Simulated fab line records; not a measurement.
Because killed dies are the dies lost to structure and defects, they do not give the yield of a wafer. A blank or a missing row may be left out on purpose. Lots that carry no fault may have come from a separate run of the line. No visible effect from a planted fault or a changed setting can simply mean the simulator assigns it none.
fab line records	flow berkeley_cmos170
[record] lots = 6	wafers = 18	last_day = 11
route steps=331 shown CONTACT@237 M1@238
lots that met no fault: from a run of the same line without faults
start_h: hours from the record's opening day to when the first of the lot's shown wafers began	wait_h: how many hours have passed since the lot's step before this one	" same as the row above	L1.1+2: a row that stands for several wafers	- no value, or no start was given	* or withheld: withheld	< > ~ a bound
route shown NAME@n: names a module that has steps shown in the file, with the first one's number in the route	usual: the fault-free wafers' mean and standard deviation	same: alike in all rows	chamber/n: place in a boat	sites: readings site by site	_std_site: their standard deviation	_edge_site: outer sites' mean less inner sites'	radius_mm: how far each site lies from the wafer's centre	mask NAME#n: copy n	behind: the most recent tool/chamber to have shaped the wafer	hold: why the lot went on hold/how many hours it stayed there/how the hold came to an end	device: transistor that didn't switch, given as n, p or np	end of line: the same wafers' tests at the end of the route	a step without rows: its recipe alone	killed: not the wafer's yield, but the dies lost to structure and defects at the first sort	map: shows each die of a wafer: x if killed, . if not, _ if none is there
set.NAME: the run value of the setting; set.NAME@STEP: its run value at that earlier step	model.NAME: the simulator's own value behind a step, which no gauge read
lots at some steps of the route; a table a step, a row a wafer
services: a tool's chamber out of use, with start hour (start_h, from the record's first day; less than 0 if before it), hours out, and reason
[[steps]]
[step UCB170_CONTACT_CLEAN_20]
[recipe] chemistry = SPM	temp_c = 120	time_s = 600
[step UCB170_M1_SPUTTER_00]
[recipe] material = Al	target_thk_nm = 600	time_s = 80	power_w = 6000	chamber_pressure_pa = 0.5
[usual] throttle_valve_pct = 30.2/1
lot.wafer	tool	chamber	start_h	wait_h	throttle_valve_pct
L245.1	pvd_sputter-04	-	159.19	0.0	31.0
L245.3	"	-	"	"	30.3
L245.5	"	-	"	"	28.3
L249.3	pvd_sputter-02	-	173.46	0.0	30.2
L249.4	"	-	"	"	31.8
L249.6	"	-	"	"	29.7
L251.1	pvd_sputter-02	-	180.39	0.0	30.6
L251.3	"	-	"	"	29.7
L251.4	"	-	"	"	31.5
L259.1	pvd_sputter-03	-	221.70	0.0	31.4
L259.2	"	-	"	"	28.2
L259.6	"	-	"	"	30.5
L260.2	pvd_sputter-02	-	238.07	0.0	30.3
L260.3	"	-	"	"	29.9
L260.6	"	-	"	"	30.2
L266.1	pvd_sputter-02	-	250.72	0.0	30.4
L266.2	"	-	"	"	30.7
L266.4	"	-	"	"	29.8
[step UCB170_M1_RS_MEAS_01]
[recipe] thk_meas_gauge = four-point-probe	reads = Al_of_M1_SPUTTER_00
[usual] M1_AL_RS = 0.0482/0.00041
lot.wafer	tool	chamber	start_h	wait_h	M1_AL_RS[ohm/sq]
L245.1	film_metro-01	-	159.25	0.0	0.0478
L245.3	"	-	"	"	0.0483
L245.5	"	-	"	"	0.0487
L249.3	film_metro-03	-	173.57	0.1	0.0487
L249.4	"	-	"	"	0.0483
L249.6	"	-	"	"	0.0481
L251.1	film_metro-04	-	180.45	0.0	0.0483
L251.3	"	-	"	"	0.0485
L251.4	"	-	"	"	0.0479
L259.1	film_metro-03	-	221.76	0.0	0.0482
L259.2	"	-	"	"	0.0482
L259.6	"	-	"	"	0.0478
L260.2	film_metro-04	-	238.15	0.1	0.0485
L260.3	"	-	"	"	0.0485
L260.6	"	-	"	"	0.0488
L266.1	film_metro-03	-	250.78	0.0	0.0483
L266.2	"	-	"	"	0.0482
L266.4	"	-	"	"	0.0480
[step UCB170_M1_THK_MEAS_02]
[recipe] thk_meas_gauge = xrf	reads = Al_of_M1_SPUTTER_00
[usual] M1_AL_THK = 610/6.3
lot.wafer	tool	chamber	start_h	wait_h	M1_AL_THK[nm]
L245.1	film_metro-01	-	159.37	0.1	610
L245.3	"	-	"	"	603
L245.5	"	-	"	"	600
L249.3	film_metro-03	-	173.67	0.1	612
L249.4	"	-	"	"	615
L249.6	"	-	"	"	619
L251.1	film_metro-04	-	180.57	0.1	610
L251.3	"	-	"	"	600
L251.4	"	-	"	"	610
L259.1	film_metro-03	-	221.88	0.1	611
L259.2	"	-	"	"	611
L259.6	"	-	"	"	617
L260.2	film_metro-04	-	238.26	0.1	607
L260.3	"	-	"	"	603
L260.6	"	-	"	"	599
L266.1	film_metro-03	-	250.90	0.1	620
L266.2	"	-	"	"	616
L266.4	"	-	"	"	617
[step UCB170_M1_COAT_03]
[recipe] resist = BARC	temp_c = withheld	time_s = withheld	spin_rpm = 3000	resist_thk_nm = withheld
[step UCB170_M1_COAT_04]
[recipe] resist = KrF	spin_rpm = 1500	resist_thk_nm = 900
[step UCB170_M1_SOFTBAKE_05]
[recipe] resist = KrF	temp_c = 130	time_s = 60
[step UCB170_M1_EXPOSE_06]
[recipe] mask_id = METAL1	target_cd_nm = 700	na = 0.5	sigma_outer = 0.6	source_shape = conventional	dose_mj = 21
[step UCB170_M1_PEB_07]
[recipe] peb_temp_c = 130	peb_time_s = withheld	resist = KrF
[step UCB170_M1_DEVELOP_08]
[recipe] developer = TMAH	develop_time_s = 45	resist = KrF	dev_temp_c = 21
[step UCB170_M1_CD_MEAS_09]
[recipe] target_cd_nm = 700
[usual] cd_nm = 700.0/1.2
lot.wafer	tool	chamber	start_h	wait_h	cd_nm
L245.1	cd_sem-02	-	160.50	-	698.6
L245.3	"	-	"	"	699.6
L245.5	"	-	"	"	698.1
L249.3	cd_sem-01	-	175.04	-	698.8
L249.4	"	-	"	"	698.4
L249.6	"	-	"	"	701.5
L251.1	cd_sem-02	-	182.01	-	699.4
L251.3	"	-	"	"	699.9
L251.4	"	-	"	"	698.5
L259.1	cd_sem-02	-	224.18	-	701.8
L259.2	"	-	"	"	702.4
L259.6	"	-	"	"	701.6
L260.2	cd_sem-01	-	239.44	-	700.2
L260.3	"	-	"	"	701.0
L260.6	"	-	"	"	699.6
L266.1	cd_sem-01	-	252.66	-	701.2
L266.2	"	-	"	"	700.2
L266.4	"	-	"	"	700.4
[step UCB170_M1_OVL_MEAS_10]
[usual] M1_OVL = 2/5.3
lot.wafer	tool	chamber	start_h	wait_h	M1_OVL[nm]
L245.1	overlay-02	-	160.62	0.1	4
L245.3	"	-	"	"	8
L245.5	"	-	"	"	7
L249.3	overlay-02	-	175.14	0.1	7
L249.4	"	-	"	"	3
L249.6	"	-	"	"	2
L251.1	overlay-02	-	182.13	0.1	10
L251.3	"	-	"	"	8
L251.4	"	-	"	"	-5
L259.1	overlay-02	-	224.30	0.1	3
L259.2	"	-	"	"	0
L259.6	"	-	"	"	7
L260.2	overlay-01	-	239.55	0.1	-1
L260.3	"	-	"	"	-1
L260.6	"	-	"	"	-4
L266.1	overlay-02	-	252.78	0.1	6
L266.2	"	-	"	"	6
L266.4	"	-	"	"	5
[step UCB170_M1_ETCH_11]
[recipe] chemistry = N2/H2	target_depth_a = withheld	overetch_a = withheld	target = BARC	time_s = withheld	source_w = 500	bias_w = 100	pressure_mtorr = 30	n2_flow_sccm = 100	h2_flow_sccm = 200
[usual] bias_w = 99.95/0.3	chamber_pressure_mTorr = 29.998/0.025	drypump_motor_current_A = 5.8/0.52	oes_product_au = 0.997/0.016	throttle_valve_pct = 13.25/0.17
lot.wafer	tool	chamber	start_h	wait_h	bias_w	chamber_pressure_mTorr	drypump_motor_current_A	oes_product_au	throttle_valve_pct
L245.1	rie_diel-04	0	160.66	0.0	99.64	29.958	5.4	1.025	13.51
L245.3	"	3	"	"	100.11	30.028	5.2	0.995	13.14
L245.5	"	1	"	"	99.88	29.994	5.5	1.004	13.12
L249.3	rie_diel-02	3	175.16	0.0	-	-	-	-	-
L249.4	"	0	"	"	-	-	-	-	-
L249.6	"	0	"	"	-	-	-	-	-
L251.1	rie_diel-03	2	182.17	0.0	-	-	-	-	-
L251.3	"	3	"	"	-	-	-	-	-
L251.4	"	0	"	"	-	-	-	-	-
L259.1	rie_diel-02	0	224.34	0.0	99.39	30.034	5.9	1.001	13.48
L259.2	"	3	"	"	99.85	30.021	4.9	0.998	13.25
L259.6	"	2	"	"	100.36	29.983	6.7	0.984	13.24
L260.2	rie_diel-03	2	239.58	0.0	99.97	30.057	6.1	0.968	13.55
L260.3	"	0	"	"	99.82	30.035	6.3	0.963	13.10
L260.6	"	2	"	"	99.92	30.023	6.2	0.974	13.54
L266.1	rie_diel-02	3	252.81	0.0	99.98	30.001	4.9	1.003	13.24
L266.2	"	2	"	"	99.98	29.973	6.7	0.975	13.26
L266.4	"	1	"	"	99.80	29.996	5.3	1.001	12.99
[step UCB170_M1_METAL_ETCH_12]
[recipe] chemistry = Cl2/BCl3	target = Al	stop_on = PSG	pressure_mtorr = 12	target_depth_a = 7800	over_etch_frac = 0.3	time_s = 130	icp_w = 600	bias_w = 120	Cl2_flow_sccm = 90	bcl3_flow_sccm = 45
[usual] bcl3_flow_sccm = 45.03/0.15	bias_w = 120.0/0.33	drypump_motor_current_A = 5.8/0.53	he_backside_leak_sccm = 3.4/0.37	oes_product_au = 0.850/0.012	throttle_valve_pct = 24.36/0.25
lot.wafer	tool	chamber	start_h	wait_h	bcl3_flow_sccm	bias_w	drypump_motor_current_A	he_backside_leak_sccm	oes_product_au	rf_hours_counter_h	throttle_valve_pct
L245.1	rie_metal-01	0	160.70	-	45.03	120.2	5.1	3.1	0.852	2.3	24.41
L245.3	"	1	"	"	45.10	120.0	6.3	3.4	0.861	-	24.00
L245.5	"	0	"	"	45.02	120.0	5.1	3.0	0.845	-	24.42
L249.3	rie_metal-02	1	175.25	-	45.23	120.3	6.1	3.3	0.355	-	24.77
L249.4	"	0	"	"	44.99	120.8	5.0	3.4	0.385	-	24.30
L249.6	"	0	"	"	45.09	120.9	5.0	3.3	0.376	-	24.28
L251.1	rie_metal-04	1	182.21	-	45.28	120.1	6.0	3.7	0.360	7.5	24.89
L251.3	"	0	"	"	45.18	120.1	6.3	3.5	0.368	-	24.43
L251.4	"	1	"	"	45.31	120.4	6.0	3.6	0.367	-	24.91
L259.1	rie_metal-04	1	224.38	-	45.32	120.2	6.1	3.6	0.843	8.7	24.67
L259.2	"	0	"	"	44.86	119.8	6.3	3.7	0.857	11.9	24.20
L259.6	"	0	"	"	44.87	119.7	6.3	3.7	0.855	-	24.17
L260.2	rie_metal-04	1	239.67	-	45.10	119.6	6.1	3.5	0.829	-	24.66
L260.3	"	1	"	"	45.14	119.3	6.1	3.6	0.834	-	24.65
L260.6	"	1	"	"	45.04	119.9	6.0	3.5	0.838	-	24.66
L266.1	rie_metal-01	0	252.85	-	44.96	120.0	5.1	3.1	0.845	4.9	24.40
L266.2	"	0	"	"	45.12	120.0	5.2	3.1	0.854	-	24.40
L266.4	"	0	"	"	44.98	120.0	5.1	3.1	0.856	-	24.40
[step UCB170_M1_STRIP_13]
[recipe] chemistry = O2	power_w = 400	pressure_mtorr = 3500	platen_temp_c = withheld	o2_flow_sccm = 400	overash_fraction = 0.5
[usual] drypump_motor_current_A = 5.88/0.22	oes_product_au = 0.720/0.0051
lot.wafer	tool	chamber	start_h	wait_h	drypump_motor_current_A	oes_product_au	rf_hours_counter_h
L245.1	plasma_asher-03	0	160.83	0.1	6.16	0.714	38
L245.3	"	0	"	"	6.18	0.727	-
L245.5	"	0	"	"	6.17	0.720	-
L249.3	plasma_asher-01	1	175.37	0.1	5.58	0.721	-
L249.4	"	0	"	"	5.87	0.721	-
L249.6	"	1	"	"	5.57	0.716	-
L251.1	plasma_asher-03	0	182.34	0.1	6.16	0.722	40
L251.3	"	0	"	"	6.13	0.712	-
L251.4	"	1	"	"	5.70	0.720	-
L259.1	plasma_asher-03	0	224.51	0.1	6.15	0.719	45
L259.2	"	1	"	"	5.72	0.715	45
L259.6	"	0	"	"	6.14	0.703	-
L260.2	plasma_asher-03	0	239.89	0.2	6.13	0.716	47
L260.3	"	0	"	"	6.13	0.714	-
L260.6	"	1	"	"	5.68	0.724	-
L266.1	plasma_asher-04	0	253.12	0.2	6.03	0.722	58
L266.2	"	1	"	"	5.86	0.729	58
L266.4	"	1	"	"	5.84	0.719	-
[step UCB170_M1_CD_MEAS_90]
[recipe] target_cd_nm = 700
[usual] cd_nm = 700.2/2.4
lot.wafer	tool	chamber	start_h	wait_h	cd_nm
L245.1	cd_sem-02	-	160.93	0.1	699.6
L245.3	"	-	"	"	696.8
L245.5	"	-	"	"	700.4
L249.3	cd_sem-02	-	175.48	0.1	-
L249.4	"	-	"	"	-
L249.6	"	-	"	"	-
L251.1	cd_sem-02	-	182.44	0.1	-
L251.3	"	-	"	"	-
L251.4	"	-	"	"	-
L259.1	cd_sem-02	-	224.61	0.1	698.9
L259.2	"	-	"	"	700.9
L259.6	"	-	"	"	699.6
L260.2	cd_sem-01	-	240.01	0.1	702.4
L260.3	"	-	"	"	702.5
L260.6	"	-	"	"	702.1
L266.1	cd_sem-02	-	253.22	0.1	704.6
L266.2	"	-	"	"	704.7
L266.4	"	-	"	"	703.1
[step UCB170_M1_ANNEAL_14]
[recipe] temp_c = 400	time_s = 1200	ambient = forming_gas
[[services]]
tool	chamber	start_h	hours	kind
rie_metal-02	-	147.13	1.4	pm
rie_diel-02	2	151.80	5.0	repair
plasma_asher-01	-	154.07	4.2	repair
pvd_sputter-04	-	178.49	1.6	repair
rie_metal-01	-	182.97	0.6	repair
pvd_sputter-04	-	186.58	9.5	repair
plasma_asher-03	-	190.59	2.2	repair
rie_diel-02	1	200.14	-	clean
rie_diel-02	1	200.14	17.0	scheduled_down
rie_diel-02	1	200.14	17.0	vent_cycle
plasma_asher-01	-	201.72	0.8	repair
pvd_sputter-03	3	204.91	-	consumable_replace:kit
pvd_sputter-03	3	204.91	18.0	scheduled_down
pvd_sputter-03	3	204.91	18.0	vent_cycle
rie_diel-02	-	207.74	0.3	repair
plasma_asher-04	-	208.72	2.0	repair
plasma_asher-03	-	216.96	1.2	repair
rie_metal-04	0	234.20	-	clean
rie_metal-04	0	234.20	24.7	scheduled_down
rie_metal-04	0	234.20	24.7	vent_cycle
rie_metal-01	1	235.50	18.8	repair
[[key]]
[first_sign] step = UCB170_M1_ETCH_11	reading = tool_record	direction = missing
[effect] step = UCB170_M1_METAL_ETCH_12	reading = oes_product_au	direction = down	sigmas = 39	usual = 0.850	struck = 0.368
[effect] step = UCB170_M1_CD_MEAS_90	reading = cd_nm	direction = missing
met_at UCB170_M1_ETCH_11
struck_wafers L249.3,L249.4,L249.6,L251.1,L251.3,L251.4
later_rows_left_out L249.3,L249.4,L249.6,L251.1,L251.3,L251.4
sort_left_out L249.3,L249.4,L249.6,L251.1,L251.3,L251.4
[fault] kind = skipped_step_whole	tool = rie_diel-02,rie_diel-03	chamber = -	onset_h = 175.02	steps = UCB170_M1_ETCH_11	scope = struck_lots_only
// sort_left_out: the simulated sort isn't trusted on such a fault, so these wafers' sort isn't shown, and their yield isn't known
// later_rows_left_out: the simulator's readings of these wafers behind a module that went badly wrong aren't trusted and aren't shown, but for the sort
